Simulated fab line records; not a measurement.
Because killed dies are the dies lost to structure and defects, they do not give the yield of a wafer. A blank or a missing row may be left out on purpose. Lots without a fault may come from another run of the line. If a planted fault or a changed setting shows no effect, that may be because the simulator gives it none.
Which of the tools did it? :: flow berkeleyCmos170 :: 14 lots with 42 wafers sampled at 6 steps, on a route of 331 steps

== WHAT THE GAUGES SHOWED, per wafer ==
UCB170_FIELD_THK_MEAS_90.
lot: L845
measured: day 5 11:31
on: filmMetro-04
FIELD_OXIDE_LEFT_1_THK (nm): 457 449 452

lot: L849
measured: day 5 14:11
on: filmMetro-02
FIELD_OXIDE_LEFT_1_THK (nm): 435 429 437

lot: L848
measured: day 5 14:14
on: filmMetro-01
FIELD_OXIDE_LEFT_1_THK (nm): 438 432 435

lot: L851
measured: day 5 20:56
on: filmMetro-01
FIELD_OXIDE_LEFT_1_THK (nm): 428 436 440

lot: L850
measured: day 5 20:58
on: filmMetro-04
FIELD_OXIDE_LEFT_1_THK (nm): 429 418 430

lot: L852
measured: day 6 11:16
on: filmMetro-04
FIELD_OXIDE_LEFT_1_THK (nm): 431 433 430

lot: L859
measured: day 7 12:20
on: filmMetro-01
FIELD_OXIDE_LEFT_1_THK (nm): 472 465 463

lot: L860
measured: day 7 18:31
on: filmMetro-02
FIELD_OXIDE_LEFT_1_THK (nm): 456 458 459

lot: L862
measured: day 8 06:58
on: filmMetro-02
FIELD_OXIDE_LEFT_1_THK (nm): 431 438 435

lot: L864
measured: day 9 00:26
on: filmMetro-04
FIELD_OXIDE_LEFT_1_THK (nm): 475 464 462

lot: L868
measured: day 9 18:19
on: filmMetro-02
FIELD_OXIDE_LEFT_1_THK (nm): 421 415 415

lot: L866
measured: day 9 18:20
on: filmMetro-04
FIELD_OXIDE_LEFT_1_THK (nm): 426 440 429

lot: L867
measured: day 9 18:23
on: filmMetro-04
FIELD_OXIDE_LEFT_1_THK (nm): 440 440 438

lot: L865
measured: day 9 18:23
on: filmMetro-02
FIELD_OXIDE_LEFT_1_THK (nm): 440 439 448

UCB170_SCREENOX_THK_MEAS_02.
lot: L845
measured: day 5 18:19
on: filmMetro-02
SCREENOX_OXIDE_THK (nm): 15.00 15.19 15.10

lot: L849
measured: day 6 01:20
on: filmMetro-03
SCREENOX_OXIDE_THK (nm): 15.41 15.44 15.39

lot: L848
measured: day 6 01:23
on: filmMetro-01
SCREENOX_OXIDE_THK (nm): 15.14 15.18 15.37

lot: L851
measured: day 6 06:24
on: filmMetro-02
SCREENOX_OXIDE_THK (nm): 15.51 15.36 15.35

lot: L850
measured: day 6 06:25
on: filmMetro-01
SCREENOX_OXIDE_THK (nm): 15.49 15.33 15.42

lot: L852
measured: day 6 20:17
on: filmMetro-01
SCREENOX_OXIDE_THK (nm): 15.50 15.92 15.46

lot: L859
measured: day 7 19:58
on: filmMetro-02
SCREENOX_OXIDE_THK (nm): 14.83 14.81 15.08

lot: L860
measured: day 8 02:52
on: filmMetro-02
SCREENOX_OXIDE_THK (nm): 15.41 15.20 15.32

lot: L862
measured: day 8 16:29
on: filmMetro-02
SCREENOX_OXIDE_THK (nm): 15.63 15.37 15.39

lot: L864
measured: day 9 11:45
on: filmMetro-02
SCREENOX_OXIDE_THK (nm): 15.25 15.32 15.34

lot: L868
measured: day 10 02:07
on: filmMetro-02
SCREENOX_OXIDE_THK (nm): 15.45 15.45 15.44

lot: L866
measured: day 10 02:08
on: filmMetro-03
SCREENOX_OXIDE_THK (nm): 15.43 15.21 15.47

lot: L867
measured: day 10 02:11
on: filmMetro-03
SCREENOX_OXIDE_THK (nm): 15.49 15.42 15.34

lot: L865
measured: day 10 02:08
on: filmMetro-01
SCREENOX_OXIDE_THK (nm): 15.31 15.23 15.27

UCB170_M1_RS_MEAS_01: measures by four-point-probe.
lot: L845
measured: day 7 15:21
on: filmMetro-03
M1_AL_RS (ohm/sq): 0.0479 0.0474 0.0474

lot: L849
measured: day 7 19:22
on: filmMetro-03
M1_AL_RS (ohm/sq): 0.0478 0.0477 0.0473

lot: L848
measured: day 7 19:44
on: filmMetro-02
M1_AL_RS (ohm/sq): 0.0486 0.0481 0.0480

lot: L851
measured: day 7 20:49
on: filmMetro-02
M1_AL_RS (ohm/sq): 0.0484 0.0485 0.0486

lot: L850
measured: day 7 20:59
on: filmMetro-01
M1_AL_RS (ohm/sq): 0.0487 0.0488 0.0265

lot: L852
measured: day 8 15:03
on: filmMetro-03
M1_AL_RS (ohm/sq): 0.0482 0.0262 0.0486

lot: L859
measured: day 9 15:31
on: filmMetro-03
M1_AL_RS (ohm/sq): 0.0487 0.0477 0.0480

lot: L860
measured: day 10 03:14
on: filmMetro-02
M1_AL_RS (ohm/sq): 0.0482 0.0477 0.0479

lot: L862
measured: day 10 14:44
on: filmMetro-01
M1_AL_RS (ohm/sq): 0.0482 0.0491 0.0483

lot: L864
measured: day 11 07:49
on: filmMetro-03
M1_AL_RS (ohm/sq): 0.0485 0.0482 0.0487

lot: L868
measured: day 11 20:44
on: filmMetro-03
M1_AL_RS (ohm/sq): 0.0482 0.0489 0.0485

lot: L866
measured: day 11 22:41
on: filmMetro-03
M1_AL_RS (ohm/sq): 0.0483 0.0486 0.0483

lot: L867
measured: day 11 22:40
on: filmMetro-02
M1_AL_RS (ohm/sq): 0.0483 0.0478 0.0481

lot: L865
measured: day 11 21:20
on: filmMetro-02
M1_AL_RS (ohm/sq): 0.0490 0.0481 0.0480

UCB170_M1_THK_MEAS_02: measures by xrf.
lot: L845
measured: day 7 15:28
on: filmMetro-03
M1_AL_THK (nm): 606 610 611

lot: L849
measured: day 7 19:29
on: filmMetro-03
M1_AL_THK (nm): 608 607 612

lot: L848
measured: day 7 19:51
on: filmMetro-02
M1_AL_THK (nm): 598 603 606

lot: L851
measured: day 7 20:56
on: filmMetro-02
M1_AL_THK (nm): 600 599 601

lot: L850
measured: day 7 21:05
on: filmMetro-01
M1_AL_THK (nm): 599 595 1093

lot: L852
measured: day 8 15:10
on: filmMetro-03
M1_AL_THK (nm): 601 1094 596

lot: L859
measured: day 9 15:38
on: filmMetro-03
M1_AL_THK (nm): 597 610 609

lot: L860
measured: day 10 03:21
on: filmMetro-02
M1_AL_THK (nm): 600 605 601

lot: L862
measured: day 10 14:50
on: filmMetro-01
M1_AL_THK (nm): 603 598 601

lot: L864
measured: day 11 07:56
on: filmMetro-03
M1_AL_THK (nm): 600 598 595

lot: L868
measured: day 11 20:52
on: filmMetro-03
M1_AL_THK (nm): 603 595 598

lot: L866
measured: day 11 22:47
on: filmMetro-03
M1_AL_THK (nm): 601 596 601

lot: L867
measured: day 11 22:47
on: filmMetro-02
M1_AL_THK (nm): 603 607 601

lot: L865
measured: day 11 21:26
on: filmMetro-02
M1_AL_THK (nm): 593 601 607

UCB170_M1_OVL_MEAS_10.
lot: L845
measured: day 7 16:31
on: overlay-01
M1_OVL (nm): 6 11 12

lot: L849
measured: day 7 20:36
on: overlay-02
M1_OVL (nm): 9 9 2

lot: L848
measured: day 7 21:14
on: overlay-02
M1_OVL (nm): 12 3 4

lot: L851
measured: day 7 22:12
on: overlay-02
M1_OVL (nm): 2 2 3

lot: L850
measured: day 7 22:37
on: overlay-01
M1_OVL (nm): 2 5 2

lot: L852
measured: day 8 16:18
on: overlay-01
M1_OVL (nm): 11 7 6

lot: L859
measured: day 9 17:21
on: overlay-02
M1_OVL (nm): 9 10 6

lot: L860
measured: day 10 05:00
on: overlay-02
M1_OVL (nm): 7 10 7

lot: L862
measured: day 10 16:20
on: overlay-01
M1_OVL (nm): 1 -2 -4

lot: L864
measured: day 11 09:24
on: overlay-01
M1_OVL (nm): 15 16 13

lot: L868
measured: day 11 23:06
on: overlay-01
M1_OVL (nm): -2 7 6

lot: L866
measured: day 12 01:20
on: overlay-01
M1_OVL (nm): 8 7 10

lot: L867
measured: day 12 01:01
on: overlay-02
M1_OVL (nm): -1 1 5

lot: L865
measured: day 11 23:07
on: overlay-02
M1_OVL (nm): 8 10 9

== EACH LOT AND THE TOOL THAT RAN IT (in order: tool; ch and the chambers of the sampled wafers; start) ==
lot: L845
UCB170_M1_SPUTTER_00: pvdSputter-02, day 7 15:17

lot: L849
UCB170_M1_SPUTTER_00: pvdSputter-02, day 7 19:18

lot: L848
UCB170_M1_SPUTTER_00: pvdSputter-01, day 7 19:40

lot: L851
UCB170_M1_SPUTTER_00: pvdSputter-02, day 7 20:44

lot: L850
UCB170_M1_SPUTTER_00: pvdSputter-01, day 7 20:53

lot: L852
UCB170_M1_SPUTTER_00: pvdSputter-01, day 8 14:58

lot: L859
UCB170_M1_SPUTTER_00: pvdSputter-03, day 9 15:27

lot: L860
UCB170_M1_SPUTTER_00: pvdSputter-03, day 10 03:09

lot: L862
UCB170_M1_SPUTTER_00: pvdSputter-03, day 10 14:38

lot: L864
UCB170_M1_SPUTTER_00: pvdSputter-03, day 11 07:44

lot: L868
UCB170_M1_SPUTTER_00: pvdSputter-01, day 11 20:41

lot: L866
UCB170_M1_SPUTTER_00: pvdSputter-02, day 11 22:35

lot: L867
UCB170_M1_SPUTTER_00: pvdSputter-01, day 11 22:35

lot: L865
UCB170_M1_SPUTTER_00: pvdSputter-03, day 11 21:14
- UCB170_M1_SPUTTER_00: material Al, target thk 600 nm, time 80 s.

== WHAT THE TOOLS THEMSELVES READ (means of the sampled wafers that have a number; where no wafer has one, the mark that the record gives instead) ==
UCB170_M1_SPUTTER_00.
lot: L845
tool: pvdSputter-02
cathodeDcPowerW (W): 5999.8
chamberPressurePa (Pa): 0.5019
throttleValvePct (%): 29.6

lot: L849
tool: pvdSputter-02
cathodeDcPowerW (W): 6000.3
chamberPressurePa (Pa): 0.4996
throttleValvePct (%): 29.4

lot: L848
tool: pvdSputter-01
cathodeDcPowerW (W): 6000.0
chamberPressurePa (Pa): 0.4999
throttleValvePct (%): 31.2

lot: L851
tool: pvdSputter-02
cathodeDcPowerW (W): 6000.5
chamberPressurePa (Pa): 0.5009
throttleValvePct (%): 29.6

lot: L850
tool: pvdSputter-01
cathodeDcPowerW (W): 6000.4
chamberPressurePa (Pa): 0.5006
throttleValvePct (%): 30.8

lot: L852
tool: pvdSputter-01
cathodeDcPowerW (W): 5999.0
chamberPressurePa (Pa): 0.5008
throttleValvePct (%): 30.6

lot: L859
tool: pvdSputter-03
cathodeDcPowerW (W): 5999.9
chamberPressurePa (Pa): 0.5006
throttleValvePct (%): 30.3

lot: L860
tool: pvdSputter-03
cathodeDcPowerW (W): 6000.3
chamberPressurePa (Pa): 0.4989
throttleValvePct (%): 31.6

lot: L862
tool: pvdSputter-03
cathodeDcPowerW (W): 5998.4
chamberPressurePa (Pa): 0.4994
throttleValvePct (%): 30.9

lot: L864
tool: pvdSputter-03
cathodeDcPowerW (W): 5999.9
chamberPressurePa (Pa): 0.5000
throttleValvePct (%): 30.8

lot: L868
tool: pvdSputter-01
cathodeDcPowerW (W): 5999.6
chamberPressurePa (Pa): 0.5006
throttleValvePct (%): 30.6

lot: L866
tool: pvdSputter-02
cathodeDcPowerW (W): 5999.8
chamberPressurePa (Pa): 0.4990
throttleValvePct (%): 29.4

lot: L867
tool: pvdSputter-01
cathodeDcPowerW (W): 6000.6
chamberPressurePa (Pa): 0.4998
throttleValvePct (%): 31.4

lot: L865
tool: pvdSputter-03
cathodeDcPowerW (W): 6000.5
chamberPressurePa (Pa): 0.4991
throttleValvePct (%): 30.4

== THE ANSWER, worked out from the rows above alone ==
Rule: the lots themselves supply what counts as usual. The widest of any qualifying gaps counts: lots, ordered by their means at a reading, are off when they make up no more than a third of the lots, leave a main group of 4 or more, and stand apart from it by 3 or more times the standard deviation of that group's means. The tables above print the reading to a certain number of digits; a main group whose means all agree to those digits is not used. A lot without any number at a reading at which 4 lots or more have one is off too. Where the step has rows for the other lots, those lots are counted as sound. The gauges are gone through in route order, then the tools' own readings, and for those a lot's mean is taken as printed above. The first step at which some lot is off is used, and at that step the reading that is off furthest; a lot without a number counts as furthest.
Off: L850, L852, seen at UCB170_M1_RS_MEAS_01 (M1_AL_RS). For the main group the mean is 0.0482 ohm/sq and the standard deviation 0.00033.
If a tool, at a process step before that reading, ran all the lots that are off and no sound lot after the first of them, it fits. The gauges at UCB170_M1_RS_MEAS_01 are tried like those tools. Of those tried, none fits.

== WHAT HAD BEEN PUT IN BY THE SIMULATOR ==
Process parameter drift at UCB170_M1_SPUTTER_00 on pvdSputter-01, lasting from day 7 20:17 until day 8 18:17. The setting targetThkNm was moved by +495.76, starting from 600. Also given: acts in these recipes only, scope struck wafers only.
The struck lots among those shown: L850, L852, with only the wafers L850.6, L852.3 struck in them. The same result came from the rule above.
